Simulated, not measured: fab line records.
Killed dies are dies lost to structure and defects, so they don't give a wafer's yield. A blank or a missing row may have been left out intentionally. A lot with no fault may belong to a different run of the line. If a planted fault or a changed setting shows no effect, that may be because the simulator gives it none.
Which tool is to blame? | flow rit-cmos | 45 wafers from 15 lots sampled at 2 of the route's 202 steps

== WHAT THE GAUGES SHOWED, per wafer ==
RIT_ACTIVE_CD_MEAS_90: the cd target is 1400 nm.
lot  | measured    | on        | cd-nm (nm)
L143 | day 1 20:01 | cd-sem-02 | 1399.9 1402.4 1401.5
L144 | day 2 01:46 | cd-sem-02 | 1400.5 1398.3 1398.1
L145 | day 2 06:20 | cd-sem-02 | 1402.8 1403.3 1402.6
L149 | day 3 02:08 | cd-sem-01 | 1398.0 1398.4 1398.1
L150 | day 3 07:02 | cd-sem-02 | 1394.8 1392.9 1395.6
L152 | day 3 18:25 | cd-sem-01 | 1404.2 1403.0 1404.4
L153 | day 3 22:34 | cd-sem-02 | 1401.6 1403.7 1401.8
L154 | day 4 03:36 | cd-sem-02 | 1399.1 1399.6 1397.6
L155 | day 4 10:06 | cd-sem-02 | 1402.7 1402.9 1400.9
L157 | day 4 19:36 | cd-sem-01 | 1400.4 1401.7 1399.3
L159 | day 5 05:08 | cd-sem-01 | - - -
L160 | day 5 09:35 | cd-sem-01 | - - -
L161 | day 5 14:08 | cd-sem-01 | - - -
L163 | day 6 00:01 | cd-sem-02 | 1396.7 1395.7 1395.5
L165 | day 6 10:02 | cd-sem-01 | 1400.7 1400.6 1402.4

== EACH LOT AND THE TOOL THAT RAN IT (in order: tool; ch and the chambers of the sampled wafers; start) ==
lot  | RIT_ACTIVE_ETCH_13
L143 | rie-diel-04 ch 1,2,3, day 1 19:43
L144 | rie-diel-03 ch 0,1, day 2 01:25
L145 | rie-diel-03 ch 1,3, day 2 06:00
L149 | rie-diel-02 ch 0,1, day 3 01:50
L150 | rie-diel-04 ch 1,3, day 3 06:43
L152 | rie-diel-02 ch 1,2, day 3 18:03
L153 | rie-diel-04 ch 0,3, day 3 22:15
L154 | rie-diel-04 ch 0,2,3, day 4 03:17
L155 | rie-diel-04 ch 1,3, day 4 09:46
L157 | rie-diel-04 ch 1,2,3, day 4 19:17
L159 | rie-diel-04 ch 1,2,3, day 5 04:49
L160 | rie-diel-02 ch 0,2, day 5 09:12
L161 | rie-diel-04 ch 1,3, day 5 13:50
L163 | rie-diel-03 ch 1,3, day 5 23:43
L165 | rie-diel-04 ch 0,1,3, day 6 09:43
- RIT_ACTIVE_ETCH_13: etches Si3N4 in SF6, stops on SiO2, time 210 s, target depth 210 nm.

== WHAT THE TOOLS THEMSELVES READ (means of the sampled wafers that have a number; where no wafer has one, the mark that the record gives instead) ==
RIT_ACTIVE_ETCH_13.
lot  | tool        | SF6_flow_sccm (sccm) | chamber-pressure-mTorr (mTorr) | drypump-motor-current-A (A) | oes-product-au (a.u.) | throttle-valve-pct (%)
L143 | rie-diel-04 | 200.5                | 260.03                         | 5.9                         | 0.836                 | 7.54
L144 | rie-diel-03 | 200.0                | 259.90                         | 5.6                         | 0.803                 | 7.56
L145 | rie-diel-03 | 199.1                | 259.77                         | 5.6                         | 0.806                 | 7.49
L149 | rie-diel-02 | 200.0                | 260.09                         | 5.9                         | 0.828                 | 7.41
L150 | rie-diel-04 | 200.1                | 259.95                         | 5.6                         | 0.822                 | 7.58
L152 | rie-diel-02 | 199.8                | 260.03                         | 5.9                         | 0.828                 | 7.38
L153 | rie-diel-04 | 200.3                | 259.82                         | 5.8                         | 0.816                 | 7.57
L154 | rie-diel-04 | 198.6                | 259.76                         | 6.0                         | 0.832                 | 7.53
L155 | rie-diel-04 | 200.2                | 260.00                         | 5.7                         | 0.815                 | 7.61
L157 | rie-diel-04 | 200.2                | 260.06                         | 5.8                         | 0.816                 | 7.55
L159 | rie-diel-04 | -                    | -                              | -                           | -                     | -
L160 | rie-diel-02 | -                    | -                              | -                           | -                     | -
L161 | rie-diel-04 | -                    | -                              | -                           | -                     | -
L163 | rie-diel-03 | 200.4                | 260.01                         | 5.8                         | 0.802                 | 7.44
L165 | rie-diel-04 | 200.5                | 259.76                         | 5.8                         | 0.817                 | 7.59

== THE ANSWER, worked out from the rows above alone ==
Rule: what is usual is taken from the lots themselves. Put in order of their means at a reading, lots are off if they are a third of the lots or fewer, leave a main group of 4 or more, and stand apart from it by a gap of 3 or more times the standard deviation of the main group's means; of several such gaps the widest counts. Not used: any main group whose means are identical at the precision the tables above print for the reading. A lot without any number at a reading at which 4 lots or more have one is off too. Any other lot the step has rows for is counted as sound. The gauges are gone through in route order, then the tools' own readings, and for those a lot's mean is taken as printed above. The first step at which some lot is off is used, and at that step the reading that is off furthest; a lot without a number counts as furthest.
Off: L159, L160, L161 (RIT_ACTIVE_CD_MEAS_90, cd-nm). Without a number there: L159, L160, L161. Mean 1400.0 nm and standard deviation 2.7 in the main group.
If a tool, at a process step before that reading, ran all the lots that are off and no sound lot after the first of them, it fits. The gauges at RIT_ACTIVE_CD_MEAS_90 aren't tried: what is off there is off at RIT_ACTIVE_ETCH_13 too, on other tools, and a gauge's error can't cause that. Not one of the candidates tried fits.

== WHAT THE SIMULATOR HAD PUT IN ==
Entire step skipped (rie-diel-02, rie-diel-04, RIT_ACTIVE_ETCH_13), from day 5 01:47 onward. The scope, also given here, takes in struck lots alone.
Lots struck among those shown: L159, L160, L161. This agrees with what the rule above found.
